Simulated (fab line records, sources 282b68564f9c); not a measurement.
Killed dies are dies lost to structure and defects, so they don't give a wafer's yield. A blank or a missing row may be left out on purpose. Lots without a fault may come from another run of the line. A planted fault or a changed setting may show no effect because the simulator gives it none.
fab line records | flow rit_cmos
record lots=14 wafers=42 last_day=7
route steps=202 shown PWELL@47
lots that met no fault: from a run of the same line without faults
start_h: hours from the record's first day to the start of the lot's first wafer shown | wait_h: hours since the lot's step before | " the same as in the row above | L1.1+2: a row that stands for several wafers | - no value, or no start given | * or withheld: withheld | < > ~ a bound
route shown NAME@n: a module of which the file shows steps, and the number in the route of the first | usual: mean/standard deviation of fault-free wafers | same: alike in all rows | chamber/n: place in a boat | sites: the reading at each site | _std_site: their standard deviation | _edge_site: outer sites' mean less inner sites' | radius_mm: how far each site lies from the wafer's centre | mask NAME#n: copy n | behind: the tool/chamber that last shaped the wafer | hold: why the lot was held/for how many hours/how that ended | device: the transistor (n, p or np) that didn't switch | end of line: the same wafers' tests at the end of the route | a step without rows: its recipe alone | killed: dies lost to structure and defects at the first sort, not the wafer's yield | map: a wafer's dies, x killed, . not, _ none there
set.NAME: the setting as run; set.NAME@STEP: as run at that earlier step | model.NAME: the simulator's own value behind a step, which no gauge read
steps of the route over a sample of lots; a table a step, a row a wafer
services: from which hour (start_h, from the record's first day; less than 0 if before it) a tool's chamber was out of use, for how many hours, and why
## steps
# step RIT_PWELL_IMPLANT_08
# recipe species=B energy_kev=170 dose_cm2=7e+13 tilt_deg=7
# usual beam_energy_keV=169.99/0.049
# columns lot.wafer tool chamber start_h wait_h beam_energy_keV
L796.2 implanter-04 0 22.60 0.2 169.99
L796.3 " 0 " " 169.95
L796.5 " 0 " " 169.97
L797.4 implanter-04 0 27.79 0.2 169.96
L797.5 " 0 " " 169.88
L797.6 " 0 " " 169.89
L798.1 implanter-03 0 33.12 0.2 169.99
L798.3 " 0 " " 170.06
L798.5 " 0 " " 170.02
L799.2 implanter-01 0 38.51 0.2 169.99
L799.3 " 0 " " 170.00
L799.5 " 0 " " 170.00
L800.1 implanter-01 0 42.70 0.2 170.03
L800.4 " 0 " " 169.97
L800.6 " 0 " " 169.97
L801.2 implanter-03 0 47.53 0.2 170.03
L801.3 " 0 " " 170.09
L801.4 " 0 " " 170.06
L802.2 implanter-04 0 52.24 0.2 170.03
L802.3 " 0 " " 169.98
L802.4 " 0 " " 169.98
L807.4 implanter-04 0 77.46 0.2 190.59
L807.5 " 0 " " 190.56
L807.6 " 0 " " 190.52
L809.3 implanter-04 0 87.72 0.2 190.63
L809.5 " 0 " " 190.56
L809.6 " 0 " " 190.62
L813.1 implanter-01 0 109.20 0.2 170.06
L813.3 " 0 " " 170.07
L813.6 " 0 " " 170.01
L816.1 implanter-03 0 123.31 0.2 169.91
L816.3 " 0 " " 169.98
L816.4 " 0 " " 169.94
L817.3 implanter-01 0 128.09 0.2 169.94
L817.4 " 0 " " 169.94
L817.5 " 0 " " 169.98
L818.3 implanter-03 0 133.34 0.2 170.05
L818.4 " 0 " " 170.04
L818.6 " 0 " " 170.02
L819.1 implanter-01 0 138.78 0.2 169.92
L819.2 " 0 " " 170.06
L819.6 " 0 " " 169.95
# step RIT_WELLDRIVE_RS_MEAS_02
# recipe thk_meas_gauge=four-point-probe
# usual PWELL_RS=429.0/1.2
# columns lot.wafer tool chamber start_h wait_h PWELL_RS[ohm/sq]
L796.2 film_metro-04 - 28.18 0.1 428.8
L796.3 " - " " 429.0
L796.5 " - " " 428.8
L797.4 film_metro-04 - 33.36 0.1 427.5
L797.5 " - " " 430.8
L797.6 " - " " 429.3
L798.1 film_metro-01 - 38.71 0.1 428.0
L798.3 " - " " 429.0
L798.5 " - " " 428.6
L799.2 film_metro-01 - 44.09 0.1 430.6
L799.3 " - " " 430.1
L799.5 " - " " 429.5
L800.1 film_metro-02 - 48.29 0.1 427.8
L800.4 " - " " 430.7
L800.6 " - " " 430.6
L801.2 film_metro-01 - 53.12 0.1 427.5
L801.3 " - " " 429.7
L801.4 " - " " 429.9
L802.2 film_metro-01 - 57.82 0.1 430.6
L802.3 " - " " 430.0
L802.4 " - " " 430.7
L807.4 film_metro-01 - 83.63 0.1 422.9
L807.5 " - " " 422.1
L807.6 " - " " 421.1
L809.3 film_metro-02 - 93.95 0.1 422.7
L809.5 " - " " 422.5
L809.6 " - " " 421.8
L813.1 film_metro-01 - 115.01 0.1 428.8
L813.3 " - " " 428.8
L813.6 " - " " 429.1
L816.1 film_metro-01 - 129.28 0.1 429.2
L816.3 " - " " 430.3
L816.4 " - " " 430.0
L817.3 film_metro-01 - 133.67 0.1 429.1
L817.4 " - " " 428.2
L817.5 " - " " 428.3
L818.3 film_metro-01 - 138.92 0.1 431.1
L818.4 " - " " 429.3
L818.6 " - " " 429.0
L819.1 film_metro-01 - 144.37 0.1 426.6
L819.2 " - " " 428.1
L819.6 " - " " 429.2
## services
# columns tool chamber start_h hours kind
implanter-03 - 3.44 1.9 repair
## key
first_sign step=RIT_PWELL_IMPLANT_08 reading=beam_energy_keV direction=up sigmas=99+ usual=169.99 struck=190.58
effect step=RIT_WELLDRIVE_RS_MEAS_02 reading=PWELL_RS direction=down sigmas=5.8 usual=429.0 struck=422.2
met_at RIT_PWELL_IMPLANT_08
struck_lots L807,L809
tester_left_out L807,L809
onset_between 52.24 77.46
fault kind=process_parameter_drift tool=implanter-04 chamber=- onset_h=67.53 steps=RIT_PWELL_IMPLANT_08 channel=energy_kev offset=20.575 shape=step end_h=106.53 acts_in=these_recipes_only stated=170
# tester_left_out: of these lots the tester's yield and bins aren't shown, on N5 and GAA mostly nor the transistor test; their killed dies are dies lost to structure and defects alone, not to doping, threshold or leakage, so they don't give the yield
